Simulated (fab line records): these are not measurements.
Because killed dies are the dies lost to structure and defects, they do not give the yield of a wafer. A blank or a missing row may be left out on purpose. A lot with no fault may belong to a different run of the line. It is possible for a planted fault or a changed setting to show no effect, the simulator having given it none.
Check of tool commonality -- flow ritCmos -- Lots sampled 14, wafers sampled 48

REASON IT WAS OPENED
On 2 of the 14 lots, a flag is raised at RIT_ACTIVE_CD_MEAS_11 on the reading cdNm. Wafers without a fault read 1400.5 nm, standard deviation 2.6.
Rule: a lot is flagged in two cases, either no wafer of it has a number, or all its wafers with numbers fall more than 4 standard deviations from that mean. As for the other lots, they are considered sound.

lot,measured,on,"cdNm (nm), wafer by wafer",flag
L445,day 1 15:37,cdSem-02,1398.8 1400.2 1400.5,
L449,day 2 12:56,cdSem-01,1397.0 1399.0 1398.9,
L450,day 2 15:42,cdSem-01,1397.4 1396.7 1398.4,
L453,day 3 07:25,cdSem-02,1404.1 1404.5 1406.0,
L454,day 3 14:43,cdSem-02,1399.8 1398.6 1400.1,
L455,day 3 16:59,cdSem-01,1401.1 1403.1 1404.4,
L456,day 3 21:28,cdSem-01,1399.2 1397.7 1399.2,
L457,day 4 04:30,cdSem-01,1400.9 1398.6 1400.3,
L458,day 4 07:57,cdSem-01,1400.6 1400.2 1398.5,
L460,day 4 18:41,cdSem-01,1396.4 1397.4 1400.1,
L465,day 5 20:58,cdSem-02,1327.8 1329.4 1327.8 1327.4 1329.4 1327.8,FLAGGED
L466,day 6 08:47,cdSem-02,1346.2 1348.2 1349.8 1346.0 1348.2 1350.1,FLAGGED
L467,day 6 09:01,cdSem-01,1405.1 1403.9 1404.5,
L468,day 6 14:57,cdSem-01,1397.8 1399.1 1398.6,
On average the flagged lots' numbers are 1338.2 nm, which is -62.3 nm against the usual, or -24 standard deviations.

TOOL THAT RAN EACH LOT
The record holds 1 process step before the reading, out of a route of 202 steps. Cell contents, in order: the tool; ch with the chambers the sampled wafers went through; the start.
lot,flag,RIT_ACTIVE_COAT_06
L445,,"lithoTrack-03 ch 0, day 1 14:48"
L449,,"lithoTrack-04 ch 0, day 2 12:05"
L450,,"lithoTrack-04 ch 0, day 2 14:52"
L453,,"lithoTrack-03 ch 0, day 3 06:29"
L454,,"lithoTrack-03 ch 0, day 3 13:47"
L455,,"lithoTrack-04 ch 0, day 3 16:09"
L456,,"lithoTrack-03 ch 0, day 3 20:46"
L457,,"lithoTrack-03 ch 0, day 4 03:49"
L458,,"lithoTrack-01 ch 0, day 4 07:05"
L460,,"lithoTrack-03 ch 0, day 4 18:00"
L465,FLAGGED,"lithoTrack-03 ch 0, day 5 20:16"
L466,FLAGGED,"lithoTrack-03 ch 0, day 6 08:05"
L467,,"lithoTrack-04 ch 0, day 6 08:05"
L468,,"lithoTrack-01 ch 0, day 6 14:08"
What these steps do:
- RIT_ACTIVE_COAT_06: resist thk 1000 nm.
- RIT_ACTIVE_CD_MEAS_11: target cd 1400 nm.

FLAGGED OVER TOTAL, TOOL BY TOOL (the gauges that took the reading come last)
step,tool,lots run,flagged,share of the flagged lots,sound lots run after its first flagged lot
RIT_ACTIVE_COAT_06,lithoTrack-01,2,0,none,-
RIT_ACTIVE_COAT_06,lithoTrack-03,8,2,all,0
RIT_ACTIVE_COAT_06,lithoTrack-04,4,0,none,-
RIT_ACTIVE_CD_MEAS_11,cdSem-01,9,0,none,-
RIT_ACTIVE_CD_MEAS_11,cdSem-02,5,2,all,0

THE TABLE: WHAT IT ALLOWS
Every flagged lot went through 2 rows of the table: lithoTrack-03 at RIT_ACTIVE_COAT_06 and cdSem-02 at RIT_ACTIVE_CD_MEAS_11.
- lithoTrack-03 at RIT_ACTIVE_COAT_06 ran 8 lots, 2 of them flagged. Its last sound lot is L460 (day 4 18:00), its first flagged lot L465 (day 5 20:16): a fault that began between those two fits.
- cdSem-02 at RIT_ACTIVE_CD_MEAS_11 ran 5 lots, 2 of them flagged. Its last sound lot is L454 (day 3 14:43), its first flagged lot L465 (day 5 20:58): a fault that began between those two fits.
A lot count leaves these 2 tools indistinguishable: every one of them fits a fault beginning at some hour. More lots, or a look at what each step does to the wafer, might.

WHAT THE SIMULATOR PUT IN
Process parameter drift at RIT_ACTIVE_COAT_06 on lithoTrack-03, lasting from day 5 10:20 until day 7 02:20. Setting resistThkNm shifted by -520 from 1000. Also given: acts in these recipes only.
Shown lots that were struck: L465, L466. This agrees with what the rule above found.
